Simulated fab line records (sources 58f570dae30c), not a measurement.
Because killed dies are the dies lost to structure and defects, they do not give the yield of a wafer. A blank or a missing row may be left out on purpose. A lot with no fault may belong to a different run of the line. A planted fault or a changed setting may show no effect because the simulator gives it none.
What tool caused it? + flow berkeley-cmos170 + 14 lots with 42 wafers sampled at 5 steps, on a route of 331 steps

## WHAT EACH GAUGE READ, for each wafer
UCB170_PWELL_THK_MEAS_03.
| lot  | measured    | on            | PWELL_OXIDE_THK (nm) |
|------|-------------|---------------|----------------------|
| L636 | day 2 18:38 | film-metro-03 | 26.0 25.9 25.6       |
| L637 | day 2 23:43 | film-metro-01 | 26.1 26.2 26.6       |
| L638 | day 2 23:43 | film-metro-03 | 25.9 26.2 26.6       |
| L639 | day 3 05:33 | film-metro-01 | 26.1 25.9 25.8       |
| L640 | day 3 14:39 | film-metro-01 | 25.8 25.9 25.9       |
| L641 | day 3 14:39 | film-metro-03 | 25.8 25.7 25.4       |
| L642 | day 3 21:50 | film-metro-01 | 26.6 26.5 26.5       |
| L643 | day 3 21:51 | film-metro-03 | 26.2 26.2 26.5       |
| L649 | day 5 12:14 | film-metro-01 | 25.9 26.3 26.5       |
| L653 | day 6 12:38 | film-metro-03 | 26.4 26.6 26.8       |
| L654 | day 6 18:00 | film-metro-01 | 26.6 26.9 26.8       |
| L656 | day 6 23:51 | film-metro-01 | 25.8 26.3 25.7       |
| L657 | day 6 23:51 | film-metro-03 | 26.5 26.7 26.9       |
| L659 | day 7 08:02 | film-metro-04 | 26.8 26.7 26.4       |

UCB170_CONTACT_OVL_MEAS_16.
| lot  | measured     | on         | CONTACT_OVL (nm) |
|------|--------------|------------|------------------|
| L636 | day 6 17:20  | overlay-02 | -8 -8 -3         |
| L637 | day 7 07:00  | overlay-01 | 8 7 0            |
| L638 | day 7 07:16  | overlay-02 | 5 -1 -2          |
| L639 | day 7 17:09  | overlay-01 | 0 -1 0           |
| L640 | day 7 17:03  | overlay-02 | 5 3 0            |
| L641 | day 7 16:47  | overlay-01 | -3 5 1           |
| L642 | day 8 05:51  | overlay-02 | -5 -3 -3         |
| L643 | day 8 05:53  | overlay-01 | -9 -9 -11        |
| L649 | day 9 20:15  | overlay-01 | 6 4 3            |
| L653 | day 10 13:47 | overlay-02 | 14 10 10         |
| L654 | day 10 17:46 | overlay-02 | 3 6 8            |
| L656 | day 11 03:49 | overlay-01 | 4 3 5            |
| L657 | day 11 01:23 | overlay-02 | 3 11 1           |
| L659 | day 11 03:16 | overlay-01 | 4 8 1            |

UCB170_V1_THK_MEAS_01.
| lot  | measured     | on            | V1_TEOS_THK (nm) |
|------|--------------|---------------|------------------|
| L636 | day 7 01:00  | film-metro-02 | 1966 1965 2011   |
| L637 | day 7 12:32  | film-metro-04 | 1987 2003 2011   |
| L638 | day 7 12:27  | film-metro-02 | 1979 2004 2031   |
| L639 | day 7 22:12  | film-metro-03 | 1974 1971 2000   |
| L640 | day 7 22:06  | film-metro-02 | 2032 2029 2038   |
| L641 | day 7 22:06  | film-metro-04 | 1990 1977 2021   |
| L642 | day 8 12:36  | film-metro-03 | 1979 1994 2013   |
| L643 | day 8 12:37  | film-metro-02 | 1995 2001 2056   |
| L649 | day 10 01:53 | film-metro-03 | 1978 1909 1981   |
| L653 | day 10 18:53 | film-metro-03 | 1906 2016 2033   |
| L654 | day 11 00:16 | film-metro-04 | 2021 2009 2009   |
| L656 | day 11 12:56 | film-metro-03 | 1950 1961 1973   |
| L657 | day 11 12:47 | film-metro-04 | 1963 1980 1989   |
| L659 | day 11 12:47 | film-metro-02 | 2017 1989 2011   |

UCB170_M3_BOW_MEAS_20.
| lot  | measured     | on            | M3_BOW (um) |
|------|--------------|---------------|-------------|
| L636 | day 7 13:57  | film-metro-01 | 40 41 52    |
| L637 | day 8 00:16  | film-metro-01 | 36 26 34    |
| L638 | day 7 23:15  | film-metro-01 | 30 34 32    |
| L639 | day 8 10:49  | film-metro-03 | 41 40 43    |
| L640 | day 8 10:00  | film-metro-03 | 37 39 38    |
| L641 | day 8 09:53  | film-metro-02 | 35 42 27    |
| L642 | day 8 23:33  | film-metro-01 | 46 24 34    |
| L643 | day 8 22:52  | film-metro-02 | 37 22 31    |
| L649 | day 10 17:12 | film-metro-03 | 23 26 26    |
| L653 | day 11 10:17 | film-metro-02 | 43 32 38    |
| L654 | day 11 11:31 | film-metro-02 | 47 30 31    |
| L656 | day 12 00:25 | film-metro-01 | 25 38 33    |
| L657 | day 11 23:47 | film-metro-01 | 42 30 38    |
| L659 | day 12 00:05 | film-metro-02 | 39 47 37    |

## WHICH TOOL RAN EACH LOT (tool, then ch and the chambers of the sampled wafers, then the start)
| lot  | UCB170_V1_CVD_00                |
|------|---------------------------------|
| L636 | pecvd-04 ch 1,2, day 7 00:50    |
| L637 | pecvd-01 ch 0,1, day 7 12:17    |
| L638 | pecvd-04 ch 1,2, day 7 12:17    |
| L639 | pecvd-01 ch 0,1, day 7 22:01    |
| L640 | pecvd-04 ch 0,1,2, day 7 21:57  |
| L641 | pecvd-02 ch 0,1,2, day 7 21:57  |
| L642 | pecvd-01 ch 0,2, day 8 12:27    |
| L643 | pecvd-04 ch 0,1,2, day 8 12:27  |
| L649 | pecvd-01 ch 0,1,2, day 10 01:41 |
| L653 | pecvd-01 ch 1,2, day 10 18:41   |
| L654 | pecvd-04 ch 0,1,2, day 11 00:05 |
| L656 | pecvd-02 ch 0,1,2, day 11 12:47 |
| L657 | pecvd-02 ch 1,2, day 11 12:37   |
| L659 | pecvd-04 ch 0,1, day 11 12:37   |
- UCB170_V1_CVD_00: deposits SiO2 from TEOS/O2, target thk 2000 nm, time 250 s.

## AS READ BY THE TOOLS THEMSELVES (means over the sampled wafers that have a number; for cases with no such wafer, the mark the record gives instead)
UCB170_V1_CVD_00.
| lot  | tool     | heater-power-w (W) | run-length-s (s) | susceptor-temp-C (C) |
|------|----------|--------------------|------------------|----------------------|
| L636 | pecvd-04 | 229                | 278.2            | 390.01               |
| L637 | pecvd-01 | 254                | 278.3            | 390.08               |
| L638 | pecvd-04 | 236                | 278.3            | 389.95               |
| L639 | pecvd-01 | 233                | 278.2            | 389.83               |
| L640 | pecvd-04 | 219                | 277.7            | 390.01               |
| L641 | pecvd-02 | 274                | 277.7            | 389.91               |
| L642 | pecvd-01 | 207                | 278.5            | 389.95               |
| L643 | pecvd-04 | 262                | 277.7            | 389.89               |
| L649 | pecvd-01 | 240                | 275.2            | 390.26               |
| L653 | pecvd-01 | 225                | 275.3            | 389.85               |
| L654 | pecvd-04 | 222                | 278.4            | 390.00               |
| L656 | pecvd-02 | 249                | 277.7            | 389.91               |
| L657 | pecvd-02 | 218                | 277.1            | 390.19               |
| L659 | pecvd-04 | 250                | 278.5            | 390.12               |

## THE ANSWER, worked out from the rows above alone
Rule: what is usual is taken from the lots themselves. The widest of any qualifying gaps counts: lots, ordered by their means at a reading, are off when they make up no more than a third of the lots, leave a main group of 4 or more, and stand apart from it by 3 or more times the standard deviation of that group's means. A main group is skipped when, at the precision printed for the reading in the tables above, its means are all equal. Also off: a lot with no number at a reading for which 4 or more lots have one. All remaining lots with rows at the step are treated as sound. First the gauges in route order, then the tools' own readings, where a lot's mean is used as printed above. At the first step where some lot is off, the reading lying furthest off is the one used; lots without a number count as furthest.
Off: L649, L653 (UCB170_V1_CVD_00, run-length-s). The main group: mean 278.0 s, standard deviation 0.42.
If a tool, at that step or one of the process steps before it, ran each lot that is off and ran no sound lot following the first of them, it fits. One candidate fits, namely pecvd-01 at UCB170_V1_CVD_00. A fault onset in the window from L642 (day 8 12:27, its last sound lot) to L649 (day 10 01:41, its first lot off) fits.
The tool's own readings at UCB170_V1_CVD_00 bear it out: on the lots that are off they differ by more than 5 times the standard deviation of the sound lots' means. run-length-s reads 275.2 s there against 278.0 s on the sound lots.

## WHAT HAD BEEN PUT IN BY THE SIMULATOR
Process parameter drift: pecvd-01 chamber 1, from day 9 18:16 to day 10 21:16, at UCB170_V1_CVD_00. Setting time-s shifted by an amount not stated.
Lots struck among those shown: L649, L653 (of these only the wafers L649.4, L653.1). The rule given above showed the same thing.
